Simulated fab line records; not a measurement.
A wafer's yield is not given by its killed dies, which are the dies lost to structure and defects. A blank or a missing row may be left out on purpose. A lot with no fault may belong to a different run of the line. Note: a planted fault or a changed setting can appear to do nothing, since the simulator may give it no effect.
2 desks looking at one fault / flow berkeley_cmos170 / numbers are kept per desk, each desk with only its own; the story behind them comes last

FOR THE TOOL OWNER'S DESK: litho_track-01
The tool's own readings at UCB170_ZERO_SOFTBAKE_02 (time 60 s): means of the sampled wafers that have a number, for each lot that ran on this tool. Any lot whose mean is over 4 standard deviations away from the usual mean is out of limits and marked OUT; that distance is given in the brackets.
Columns: A = chill_plate_temp_C at UCB170_ZERO_SOFTBAKE_02, usual 23.03 C; B = heater_power_total_W at UCB170_ZERO_SOFTBAKE_02, usual 56.80 W; C = run_length_s at UCB170_ZERO_SOFTBAKE_02, usual 88.95 s
lot=L484; first seen here=day 1 21:39; A=23.02; B=56.78; C=89.26
lot=L494; first seen here=day 4 01:42; A=23.03; B=59.73 (+64) OUT; C=79.47 (-56) OUT
lot=L496; first seen here=day 4 11:49; A=23.04; B=59.72 (+64) OUT; C=79.35 (-56) OUT
This desk's verdict: out of limits on L494, L496, starting with L494 at day 4 01:42 (heater_power_total_W at UCB170_ZERO_SOFTBAKE_02). L484: within limits.

THE METROLOGY DESK
What the gauges read, lot by lot, whatever tool the lot ran on: means of the sampled wafers that have a number. Any lot whose mean is over 4 standard deviations away from the usual mean is out of limits and marked OUT; that distance is given in the brackets.
Columns: A = INCOMING_BOW at UCB170_START_BOW_MEAS_00, usual 0 um; B = PLDD_TW at UCB170_PLDD_TW_MEAS_11, usual 1013
lot=L484; first seen here=day 1 10:01; A=-3; B=1015
lot=L486; first seen here=day 1 20:02; A=1; B=1017
lot=L487; first seen here=day 2 01:00; A=3; B=1022
lot=L488; first seen here=day 2 06:01; A=-1; B=1017
lot=L493; first seen here=day 3 07:01; A=-3; B=1021
lot=L494; first seen here=day 3 12:01; A=-0; B=1015
lot=L496; first seen here=day 3 22:02; A=-2; B=1016
lot=L498; first seen here=day 4 08:02; A=-2; B=1008
lot=L500; first seen here=day 4 18:00; A=-1; B=1012
lot=L501; first seen here=day 4 23:03; A=3; B=1019
lot=L503; first seen here=day 5 09:00; A=6; B=1012
lot=L504; first seen here=day 5 14:00; A=-3; B=1011
lot=L506; first seen here=day 6 00:00; A=-8; B=1013
lot=L507; first seen here=day 6 05:00; A=2; B=1013
This desk's finding: nothing out of limits on any of the 14 lots.

TAKEN TOGETHER
An alarm could have come from the tool owner's desk at day 4 01:42, on L494, L496.
From the metrology desk's view, nothing was out of limits.
The metrology desk has L494, L496 on record, within its limits.
The lots listed all ran UCB170_ZERO_SOFTBAKE_02 on litho_track-01.

WHAT HAD BEEN PUT IN BY THE SIMULATOR
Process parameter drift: litho_track-01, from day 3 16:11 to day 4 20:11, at UCB170_ZERO_SOFTBAKE_02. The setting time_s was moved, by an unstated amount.
Lots struck among those shown: L494, L496.
Time in hours from fault onset to the first out-of-limits reading at each desk: the tool owner's desk, 10.
